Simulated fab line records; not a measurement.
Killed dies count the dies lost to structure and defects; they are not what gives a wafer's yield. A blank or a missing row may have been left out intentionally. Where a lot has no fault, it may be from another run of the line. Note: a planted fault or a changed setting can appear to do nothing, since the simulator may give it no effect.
fab line records	flow berkeley_cmos170	part 1 of 2: steps 1 to 32 of 44
record: lots: 5	wafers: 15	last_day: 13
route steps=331 shown PWELL@40 WELLDRIVE@55 ACTIVE@60 PFIELD@79
lots with no fault: from the same line, run without faults
start_h: start of the lot's first displayed wafer, in hours after the record's first day	wait_h: hours elapsed since this lot's preceding step	" same as the row above	L1.1+2: several wafers, shown together as one row	- value missing, or start not given	* or withheld: withheld	< > ~ a bound
route shown NAME@n: names a module that has steps shown in the file, with the first one's number in the route	usual: mean/standard deviation taken from wafers without a fault	same: alike in all rows	chamber/n: place in a boat	sites: each site's reading	_std_site: standard deviation across them	_edge_site: the outer-site mean with the inner-site mean subtracted	radius_mm: for every site, how far away it sits from the centre of the wafer	mask NAME#n: copy n	behind: the most recent tool/chamber to have shaped the wafer	hold: reason for holding the lot/hours on hold/outcome of the hold	device: transistor that didn't switch, given as n, p or np	end of line: the tests these same wafers got at the end of their route	a step given without rows: its recipe and nothing more	killed: dies lost to structure and defects at the first sort, not the wafer's yield	map: dies across one wafer; x = killed, . = not, _ = none there
set.NAME: setting as actually run; set.NAME@STEP: the setting as run at that earlier step	model.NAME: the simulator's own value behind a step, which no gauge read
a table for each step, a row for each wafer; lots at some steps of the route
services: the hour from which a tool's chamber was out of use, counted from the record's first day as start_h (under 0 if before that day), plus the number of hours and why
== steps ==
step: UCB170_PWELL_THK_MEAS_06
recipe: reads: Si3N4_of_PWELL_CVD_05
usual: PWELL_NITRIDE_THK: 219.6/2.3
lot.wafer	tool	chamber	start_h	wait_h	PWELL_NITRIDE_THK[nm]
L075.3	film_metro-02	-	63.58	0.0	221.2
L075.4	"	-	"	"	221.6
L075.6	"	-	"	"	223.1
L079.1	film_metro-02	-	83.79	0.0	219.2
L079.2	"	-	"	"	219.8
L079.3	"	-	"	"	218.7
L091.3	film_metro-04	-	149.87	0.0	221.3
L091.4	"	-	"	"	222.2
L091.6	"	-	"	"	221.3
L093.1	film_metro-04	-	161.28	0.0	216.2
L093.2	"	-	"	"	216.7
L093.6	"	-	"	"	215.9
L094.2	film_metro-03	-	161.29	0.0	221.4
L094.4	"	-	"	"	220.2
L094.5	"	-	"	"	219.7
step: UCB170_PWELL_HMDS_07
recipe: prime_time_s: 60	prime_temp_c: 100
lot.wafer	tool	chamber	start_h	wait_h
L075.3+4+6	litho_track-03	0	63.67	0.1
L079.1+2+3	litho_track-04	0	84.27	0.5
L091.3+4+6	litho_track-04	0	149.96	0.1
L093.1+2+6	litho_track-04	0	161.48	0.2
L094.2+4+5	litho_track-03	0	161.49	0.2
step: UCB170_PWELL_COAT_08
recipe: resist: KrF	spin_rpm: 1500	resist_thk_nm: 900
lot.wafer	tool	chamber	start_h	wait_h
L075.3+4+6	litho_track-03	0	63.82	0.1
L079.1+2+3	litho_track-04	0	84.42	0.1
L091.3+4+6	litho_track-04	0	150.11	0.1
L093.1+2+6	litho_track-04	0	161.63	0.1
L094.2+4+5	litho_track-03	0	161.64	0.1
step: UCB170_PWELL_SOFTBAKE_09
recipe: resist: KrF	temp_c: 130	time_s: 60
same: time_s: 60
lot.wafer	tool	chamber	start_h	wait_h
L075.3+4+6	litho_track-03	0	63.97	0.1
L079.1+2+3	litho_track-04	0	84.57	0.1
L091.3+4+6	litho_track-04	0	150.26	0.1
L093.1+2+6	litho_track-04	0	161.78	0.1
L094.2+4+5	litho_track-03	0	161.79	0.1
step: UCB170_PWELL_EXPOSE_10
recipe: mask_id: PWELL	target_cd_nm: 3000	na: 0.5	sigma_outer: 0.6	source_shape: conventional	dose_mj: 19
lot.wafer	tool	chamber	start_h	wait_h	mask
L075.3+4+6	krf_scanner-02	0	64.35	0.4	PWELL#0
L079.1+2+3	krf_scanner-01	0	84.72	0.1	PWELL#0
L091.3+4+6	krf_scanner-02	0	150.40	0.1	PWELL#0
L094.2+4+5	krf_scanner-01	0	162.06	0.2	PWELL#0
L093.1+2+6	krf_scanner-01	0	162.16	0.4	PWELL#0
step: UCB170_PWELL_PEB_11
recipe: peb_temp_c: 130	peb_time_s: withheld	resist: KrF
lot.wafer	tool	chamber	start_h	wait_h
L075.3+4+6	litho_track-03	0	64.51	0.1
L079.1+2+3	litho_track-03	0	84.83	0.1
L091.3+4+6	litho_track-03	0	150.74	0.3
L093.1+2+6	litho_track-02	0	162.38	0.2
L094.2+4+5	litho_track-04	0	162.40	0.3
step: UCB170_PWELL_DEVELOP_12
recipe: developer: TMAH	develop_time_s: 45	resist: KrF	dev_temp_c: 21
same: develop_time_s: 45
lot.wafer	tool	chamber	start_h	wait_h
L075.3+4+6	litho_track-03	0	-	-
L079.1+2+3	litho_track-03	0	-	-
L091.3+4+6	litho_track-03	0	-	-
L093.1+2+6	litho_track-02	0	-	-
L094.2+4+5	litho_track-04	0	-	-
step: UCB170_PWELL_OVL_MEAS_13
usual: PWELL_OVL: 0/5.2
lot.wafer	tool	chamber	start_h	wait_h	PWELL_OVL[nm]
L075.3	overlay-02	-	64.75	-	-6
L075.4	"	-	"	"	1
L075.6	"	-	"	"	0
L079.1	overlay-01	-	85.11	-	-4
L079.2	"	-	"	"	4
L079.3	"	-	"	"	-3
L091.3	overlay-02	-	150.98	-	3
L091.4	"	-	"	"	-1
L091.6	"	-	"	"	0
L094.2	overlay-01	-	162.66	-	8
L094.4	"	-	"	"	-1
L094.5	"	-	"	"	8
L093.1	overlay-02	-	162.66	-	-3
L093.2	"	-	"	"	1
L093.6	"	-	"	"	-1
step: UCB170_PWELL_ETCH_14
recipe: chemistry: CH3F/Ar/O2	target: Si3N4	stop_on: SiO2	CH3F_flow_sccm: 20	Ar_flow_sccm: 50	O2_flow_sccm: 7	pressure_mtorr: 50	rf_w: 450	target_depth_a: 2420	over_etch_frac: 0.1	time_s: 151
usual: drypump_motor_current_A: 5.6/0.43	oes_product_au: 0.947/0.013	throttle_valve_pct: 8.08/0.085
same: time_s: 151
lot.wafer	tool	chamber	start_h	wait_h	drypump_motor_current_A	oes_product_au	rf_hours_counter_h	throttle_valve_pct
L075.3	rie_diel-03	0	64.77	0.0	6.7	0.943	57	8.12
L075.4	"	1	"	"	5.6	0.945	161	8.16
L075.6	"	3	"	"	5.1	0.959	-	8.10
L079.1	rie_diel-03	1	85.15	0.0	5.7	0.939	162	8.14
L079.2	"	2	"	"	6.0	0.956	19	8.03
L079.3	"	0	"	"	6.8	0.929	58	8.12
L091.3	rie_diel-03	1	151.00	0.0	5.7	0.947	1	8.16
L091.4	"	2	"	"	6.0	0.967	23	8.02
L091.6	"	0	"	"	6.7	0.941	-	8.12
L094.2	rie_diel-02	0	162.69	0.0	5.8	0.946	3	8.14
L094.4	"	1	"	"	5.4	0.961	74	7.99
L094.5	"	3	"	"	5.6	0.946	-	8.16
L093.1	rie_diel-03	1	162.69	0.0	5.7	0.943	1	8.16
L093.2	"	2	"	"	6.0	0.949	24	8.03
L093.6	"	2	"	"	6.0	0.957	-	8.03
step: UCB170_PWELL_IMPLANT_15
recipe: species: B	dose_cm2: 5e+12	energy_kev: 60	tilt_deg: 7
usual: dose_ions_cm2: 5.001e+12/5.7e+09	end_station_pressure_torr: 5e-06/2.6e-07
lot.wafer	tool	chamber	start_h	wait_h	dose_ions_cm2	end_station_pressure_torr
L075.3	implanter-03	0	64.92	0.1	5.007e+12	5.21e-06
L075.4	"	0	"	"	4.994e+12	5.52e-06
L075.6	"	0	"	"	4.993e+12	4.98e-06
L079.1	implanter-01	0	85.25	0.1	5.002e+12	4.92e-06
L079.2	"	0	"	"	5e+12	4.89e-06
L079.3	"	0	"	"	4.999e+12	5.37e-06
L091.3	implanter-02	0	151.15	0.1	5.008e+12	4.42e-06
L091.4	"	0	"	"	5.006e+12	5.38e-06
L091.6	"	0	"	"	5.014e+12	5.12e-06
L093.1	implanter-02	0	162.80	0.1	5.003e+12	4.31e-06
L093.2	"	0	"	"	4.996e+12	5.43e-06
L093.6	"	0	"	"	4.995e+12	5.22e-06
L094.2	implanter-01	0	162.81	0.1	5.005e+12	5.23e-06
L094.4	"	0	"	"	4.988e+12	4.53e-06
L094.5	"	0	"	"	5e+12	5.37e-06
step: UCB170_PWELL_STRIP_16
recipe: chemistry: O2	power_w: 400	pressure_mtorr: 3500	platen_temp_c: withheld	o2_flow_sccm: 400	overash_fraction: 0.5
usual: drypump_motor_current_A: 5.8/0.43	oes_product_au: 0.721/0.0045	strip_time_to_endpoint_s: 18.12/0.088
lot.wafer	tool	chamber	start_h	wait_h	drypump_motor_current_A	oes_product_au	rf_hours_counter_h	strip_time_to_endpoint_s
L075.3	plasma_asher-03	1	65.05	0.1	5.6	0.722	-	18.14
L075.4	"	0	"	"	6.0	0.728	-	18.17
L075.6	"	1	"	"	5.6	0.726	-	17.99
L079.1	plasma_asher-04	0	85.40	0.1	5.7	0.713	31	18.27
L079.2	"	1	"	"	5.1	0.713	31	18.27
L079.3	"	1	"	"	5.1	0.724	-	18.24
L091.3	plasma_asher-03	1	151.28	0.1	5.7	0.719	-	18.11
L091.4	"	0	"	"	6.0	0.719	-	18.25
L091.6	"	0	"	"	6.0	0.715	-	18.21
L094.2	plasma_asher-01	0	162.94	0.1	5.3	0.729	6	18.25
L094.4	"	0	"	"	5.3	0.720	-	17.94
L094.5	"	1	"	"	6.4	0.716	-	18.18
L093.1	plasma_asher-03	0	162.95	0.1	6.1	0.715	39	18.09
L093.2	"	1	"	"	5.6	0.722	39	18.21
L093.6	"	0	"	"	6.0	0.726	-	18.30
step: UCB170_PWELL_TW_MEAS_17
usual: PWELL_TW: 381/3.9
lot.wafer	tool	chamber	start_h	wait_h	PWELL_TW
L075.3	film_metro-04	-	65.14	0.1	383
L075.4	"	-	"	"	383
L075.6	"	-	"	"	386
L079.1	film_metro-04	-	85.50	0.1	385
L079.2	"	-	"	"	383
L079.3	"	-	"	"	385
L091.3	film_metro-03	-	151.37	0.1	381
L091.4	"	-	"	"	379
L091.6	"	-	"	"	377
L093.1	film_metro-04	-	163.05	0.1	383
L093.2	"	-	"	"	383
L093.6	"	-	"	"	388
L094.2	film_metro-02	-	163.05	0.1	376
L094.4	"	-	"	"	376
L094.5	"	-	"	"	376
step: UCB170_PWELL_CLEAN_18
recipe: chemistry: SPM	temp_c: 120	time_s: 600
same: time_s: 600
lot.wafer	tool	chamber	start_h	wait_h
L075.3+4+6	wet_bench-04	3	66.05	0.9
L079.1+2+3	wet_bench-04	3	86.09	0.6
L091.3+4+6	wet_bench-03	1	151.48	0.1
L094.2+4+5	wet_bench-02	3	163.10	0.0
L093.1+2+6	wet_bench-03	2	163.11	0.1
step: UCB170_PWELL_WET_ETCH_19
recipe: chemistry: H3PO4	target: Si3N4	temp_c: 160	time_s: 14400
same: time_s: 14400
lot.wafer	tool	chamber	start_h	wait_h
L075.3+4+6	wet_bench-04	1	66.48	0.1
L079.1+2+3	wet_bench-04	0	87.49	1.1
L091.3+4+6	wet_bench-03	2	151.65	0.0
L093.1+2+6	wet_bench-03	2	163.28	0.0
L094.2+4+5	wet_bench-02	2	163.29	0.0
step: UCB170_PWELL_WET_ETCH_20
recipe: chemistry: BOE	dilution: 5:1	target: SiO2	temp_c: 25	time_s: 22
same: time_s: 22
lot.wafer	tool	chamber	start_h	wait_h
L075.3+4+6	wet_bench-02	2	74.50	0.0
L079.1+2+3	wet_bench-04	0	95.89	0.4
L091.3+4+6	wet_bench-02	3	155.66	0.0
L093.1+2+6	wet_bench-02	2	168.01	0.7
L094.2+4+5	wet_bench-02	0	168.01	0.3
step: UCB170_WELLDRIVE_CLEAN_00
recipe: chemistry: SPM	temp_c: 120	time_s: 600
same: time_s: 600
lot.wafer	tool	chamber	start_h	wait_h
L075.3+4+6	wet_bench-02	0	74.51	0.0
L079.1+2+3	wet_bench-03	3	96.04	0.1
L091.3+4+6	wet_bench-03	1	155.68	0.0
L093.1+2+6	wet_bench-02	2	168.23	0.2
L094.2+4+5	wet_bench-02	2	168.23	0.2
step: UCB170_WELLDRIVE_OXIDATION_01
recipe: temp_c: 1100	ambient: O2	target_thk_a: 1990	ox_time_s: 9000
usual: spike_tc_load_C: 1127.3/2.3	spike_tc_source_C: 1127/3.8
lot.wafer	tool	chamber	start_h	wait_h	spike_tc_load_C	spike_tc_source_C
L075.3	furnace-01	0	79.95	5.3	1126.6	1131
L075.4	"	0	"	"	1126.3	1133
L075.6	"	0	"	"	1126.9	1131
L079.1	furnace-02	0	99.96	3.7	1131.6	1123
L079.2	"	0	"	"	1129.5	1123
L079.3	"	0	"	"	1127.9	1124
L091.3	furnace-04	0	159.38	3.5	1122.3	1126
L091.4	"	0	"	"	1121.9	1128
L091.6	"	0	"	"	1122.1	1129
L093.1	furnace-01	0	173.40	5.0	1127.7	1131
L093.2	"	0	"	"	1127.2	1130
L093.6	"	0	"	"	1126.3	1130
L094.2	furnace-01	0	173.40	5.0	1127.5	1132
L094.4	"	0	"	"	1126.2	1132
L094.5	"	0	"	"	1126.4	1131
step: UCB170_WELLDRIVE_THK_MEAS_02
recipe: reads: SiO2_of_WELLDRIVE_OXIDATION_01
usual: WELLDRIVE_OXIDE_THK: 198/3.6
lot.wafer	tool	chamber	start_h	wait_h	WELLDRIVE_OXIDE_THK[nm]
L075.3	film_metro-01	-	83.47	0.0	198
L075.4	"	-	"	"	198
L075.6	"	-	"	"	202
L079.1	film_metro-01	-	103.46	0.0	193
L079.2	"	-	"	"	192
L079.3	"	-	"	"	192
L091.3	film_metro-01	-	162.90	0.0	194
L091.4	"	-	"	"	197
L091.6	"	-	"	"	192
L093.1	film_metro-01	-	176.90	0.0	202
L093.2	"	-	"	"	204
L093.6	"	-	"	"	204
L094.2	film_metro-04	-	176.91	0.0	199
L094.4	"	-	"	"	202
L094.5	"	-	"	"	196
step: UCB170_WELLDRIVE_ANNEAL_03
recipe: temp_c: 1100	time_s: 900	ambient: N2
usual: spike_tc_load_C: 1127.2/2.3	spike_tc_source_C: 1127/3.9
same: time_s: 900
lot.wafer	tool	chamber	start_h	wait_h	spike_tc_load_C	spike_tc_source_C
L075.3	furnace-01	0	87.54	4.1	1124.7	1130
L075.4	"	0	"	"	1125.3	1131
L075.6	"	0	"	"	1125.3	1130
L079.1	furnace-02	0	112.71	9.2	1132.1	1123
L079.2	"	0	"	"	1128.0	1122
L079.3	"	0	"	"	1129.2	1124
L091.3	furnace-01	0	167.88	5.0	1126.3	1129
L091.4	"	0	"	"	1125.7	1133
L091.6	"	0	"	"	1126.9	1129
L093.1	furnace-01	0	180.98	4.1	1126.9	1132
L093.2	"	0	"	"	1124.8	1133
L093.6	"	0	"	"	1124.0	1132
L094.2	furnace-01	0	180.98	4.1	1126.8	1131
L094.4	"	0	"	"	1127.8	1131
L094.5	"	0	"	"	1126.1	1132
step: UCB170_WELLDRIVE_WET_ETCH_04
recipe: chemistry: BOE	dilution: 5:1	target: SiO2	temp_c: 25	time_s: 120
same: time_s: 120
lot.wafer	tool	chamber	start_h	wait_h
L075.3+4+6	wet_bench-03	2	88.79	0.0
L079.1+2+3	wet_bench-02	0	113.96	0.0
L091.3+4+6	wet_bench-04	0	169.13	0.0
L093.1+2+6	wet_bench-02	2	182.23	0.0
L094.2+4+5	wet_bench-04	2	182.23	0.0
step: UCB170_ACTIVE_CLEAN_00
recipe: chemistry: SPM	temp_c: 120	time_s: 600
same: time_s: 600
lot.wafer	tool	chamber	start_h	wait_h
L075.3+4+6	wet_bench-03	0	88.83	0.0
L079.1+2+3	wet_bench-04	2	114.01	0.0
L091.3+4+6	wet_bench-04	2	169.18	0.0
L094.2+4+5	wet_bench-03	1	182.28	0.0
L093.1+2+6	wet_bench-04	2	182.28	0.0
step: UCB170_ACTIVE_CLEAN_01
recipe: chemistry: dHF	dilution: 25:1	time_s: 60
same: time_s: 60
lot.wafer	tool	chamber	start_h	wait_h
L075.3+4+6	wet_bench-03	3	89.02	0.0
L079.1+2+3	wet_bench-03	3	114.18	0.0
L091.3+4+6	wet_bench-04	2	169.35	0.0
L094.2+4+5	wet_bench-03	3	182.45	0.0
L093.1+2+6	wet_bench-04	1	182.45	0.0
step: UCB170_ACTIVE_OXIDATION_02
recipe: temp_c: 1000	ambient: O2	target_thk_a: 264	ox_time_s: 1260
usual: spike_tc_load_C: 1025.5/2.9	spike_tc_source_C: 1025/3.5
lot.wafer	tool	chamber	start_h	wait_h	spike_tc_load_C	spike_tc_source_C
L075.3	furnace-04	0	95.06	6.0	1021.9	1025
L075.4	"	0	"	"	1021.8	1026
L075.6	"	0	"	"	1023.1	1027
L079.1	furnace-02	0	121.80	7.6	1028.8	1019
L079.2	"	0	"	"	1029.3	1022
L079.3	"	0	"	"	1027.9	1021
L091.3	furnace-02	0	176.43	7.1	1027.9	1021
L091.4	"	0	"	"	1029.0	1021
L091.6	"	0	"	"	1029.0	1024
L093.1	furnace-02	0	190.46	8.0	1027.8	1022
L093.2	"	0	"	"	1030.0	1021
L093.6	"	0	"	"	1026.4	1022
L094.2	furnace-02	0	190.46	8.0	1028.4	1022
L094.4	"	0	"	"	1027.0	1023
L094.5	"	0	"	"	1027.8	1023
step: UCB170_ACTIVE_THK_MEAS_03
recipe: reads: SiO2_of_ACTIVE_OXIDATION_02
usual: ACTIVE_OXIDE_THK: 26.3/0.4
lot.wafer	tool	chamber	start_h	wait_h	ACTIVE_OXIDE_THK[nm]
L075.3	film_metro-02	-	96.43	0.0	25.8
L075.4	"	-	"	"	26.3
L075.6	"	-	"	"	26.1
L079.1	film_metro-03	-	123.21	0.1	25.7
L079.2	"	-	"	"	25.5
L079.3	"	-	"	"	25.4
L091.3	film_metro-03	-	177.80	0.0	26.6
L091.4	"	-	"	"	26.6
L091.6	"	-	"	"	26.2
L094.2	film_metro-01	-	191.82	0.0	26.9
L094.4	"	-	"	"	26.9
L094.5	"	-	"	"	26.4
L093.1	film_metro-01	-	191.87	0.1	25.7
L093.2	"	-	"	"	25.6
L093.6	"	-	"	"	25.4
step: UCB170_ACTIVE_ANNEAL_04
recipe: temp_c: 1000	time_s: 900	ambient: N2
usual: spike_tc_load_C: 1026.0/2.3	spike_tc_source_C: 1026/3.9
same: time_s: 900
lot.wafer	tool	chamber	start_h	wait_h	spike_tc_load_C	spike_tc_source_C
L075.3	furnace-01	0	101.64	5.2	1026.3	1030
L075.4	"	0	"	"	1026.3	1029
L075.6	"	0	"	"	1024.5	1030
L079.1	furnace-02	0	128.65	5.4	1028.5	1023
L079.2	"	0	"	"	1027.3	1022
L079.3	"	0	"	"	1027.8	1020
L091.3	furnace-02	0	181.63	3.8	1027.8	1021
L091.4	"	0	"	"	1027.1	1022
L091.6	"	0	"	"	1026.5	1023
L093.1	furnace-01	0	199.08	7.2	1026.1	1030
L093.2	"	0	"	"	1026.5	1030
L093.6	"	0	"	"	1026.0	1029
L094.2	furnace-01	0	199.08	7.3	1025.3	1029
L094.4	"	0	"	"	1026.6	1031
L094.5	"	0	"	"	1024.2	1029
step: UCB170_ACTIVE_CVD_05
recipe: material: Si3N4	target_thk_nm: 220	temp_c: 800	precursor: SiH2Cl2/NH3	time_s: 3300	pressure_mtorr: 200	sih2cl2_flow_sccm: 25	nh3_flow_sccm: 75
usual: spike_tc_load_C: 823.6/1.7	spike_tc_source_C: 821/3.2
same: time_s: 3300
lot.wafer	tool	chamber	start_h	wait_h	spike_tc_load_C	spike_tc_source_C
L075.3	lpcvd-02	1	102.89	0.0	823.0	821
L075.4	"	1	"	"	824.2	821
L075.6	"	1	"	"	822.0	823
L079.1	lpcvd-01	1	131.34	1.4	822.5	811
L079.2	"	1	"	"	820.3	812
L079.3	"	1	"	"	822.8	814
L091.3	lpcvd-02	1	182.88	0.0	821.2	821
L091.4	"	1	"	"	822.8	823
L091.6	"	1	"	"	822.1	821
L093.1	lpcvd-01	0	200.33	0.0	825.0	820
L093.2	"	0	"	"	827.0	822
L093.6	"	0	"	"	825.0	823
L094.2	lpcvd-01	0	200.33	0.0	825.9	822
L094.4	"	0	"	"	825.6	822
L094.5	"	0	"	"	825.0	822
step: UCB170_ACTIVE_THK_MEAS_06
recipe: reads: Si3N4_of_ACTIVE_CVD_05
usual: ACTIVE_NITRIDE_THK: 219.7/2.3
lot.wafer	tool	chamber	start_h	wait_h	ACTIVE_NITRIDE_THK[nm]
L075.3	film_metro-03	-	104.82	0.0	221.0
L075.4	"	-	"	"	221.7
L075.6	"	-	"	"	221.1
L079.1	film_metro-01	-	133.26	0.0	219.1
L079.2	"	-	"	"	219.3
L079.3	"	-	"	"	219.5
L091.3	film_metro-03	-	184.81	0.0	219.3
L091.4	"	-	"	"	221.6
L091.6	"	-	"	"	221.5
L093.1	film_metro-01	-	202.25	0.0	214.9
L093.2	"	-	"	"	215.7
L093.6	"	-	"	"	215.2
L094.2	film_metro-02	-	202.32	0.1	222.1
L094.4	"	-	"	"	220.6
L094.5	"	-	"	"	218.9
step: UCB170_ACTIVE_HMDS_07
recipe: prime_time_s: 60	prime_temp_c: 100
lot.wafer	tool	chamber	start_h	wait_h
L075.3+4+6	litho_track-02	0	104.91	0.1
L079.1+2+3	litho_track-01	0	133.32	0.1
L091.3+4+6	litho_track-02	0	185.22	0.4
L093.1+2+6	litho_track-02	0	202.31	0.1
L094.2+4+5	litho_track-03	0	202.79	0.5
step: UCB170_ACTIVE_COAT_08
recipe: resist: KrF	spin_rpm: 1500	resist_thk_nm: 900
lot.wafer	tool	chamber	start_h	wait_h
L075.3+4+6	litho_track-02	0	105.06	0.1
L079.1+2+3	litho_track-01	0	133.47	0.1
L091.3+4+6	litho_track-02	0	185.37	0.1
L093.1+2+6	litho_track-02	0	202.46	0.1
L094.2+4+5	litho_track-03	0	202.94	0.1
step: UCB170_ACTIVE_SOFTBAKE_09
recipe: resist: KrF	temp_c: 130	time_s: 60
same: time_s: 60
lot.wafer	tool	chamber	start_h	wait_h
L075.3+4+6	litho_track-02	0	105.21	0.1
L079.1+2+3	litho_track-01	0	133.62	0.1
L091.3+4+6	litho_track-02	0	185.52	0.1
L093.1+2+6	litho_track-02	0	202.61	0.1
L094.2+4+5	litho_track-03	0	203.09	0.1
step: UCB170_ACTIVE_EXPOSE_10
recipe: mask_id: ACTIVE	target_cd_nm: 1200	na: 0.5	sigma_outer: 0.6	source_shape: conventional	dose_mj: 20
lot.wafer	tool	chamber	start_h	wait_h	mask
L075.3+4+6	krf_scanner-02	0	105.35	0.1	ACTIVE#0
L079.1+2+3	krf_scanner-02	0	134.01	0.4	ACTIVE#0
L091.3+4+6	krf_scanner-02	0	185.79	0.2	ACTIVE#0
L093.1+2+6	krf_scanner-01	0	203.24	0.6	ACTIVE#0
L094.2+4+5	krf_scanner-02	0	203.62	0.5	ACTIVE#0
step: UCB170_ACTIVE_PEB_11
recipe: peb_temp_c: 130.9	peb_time_s: withheld	resist: KrF
lot.wafer	tool	chamber	start_h	wait_h
L075.3+4+6	litho_track-03	0	105.48	0.1
L079.1+2+3	litho_track-02	0	134.13	0.1
L091.3+4+6	litho_track-03	0	185.91	0.1
L093.1+2+6	litho_track-02	0	203.49	0.2
L094.2+4+5	litho_track-02	0	203.79	0.1
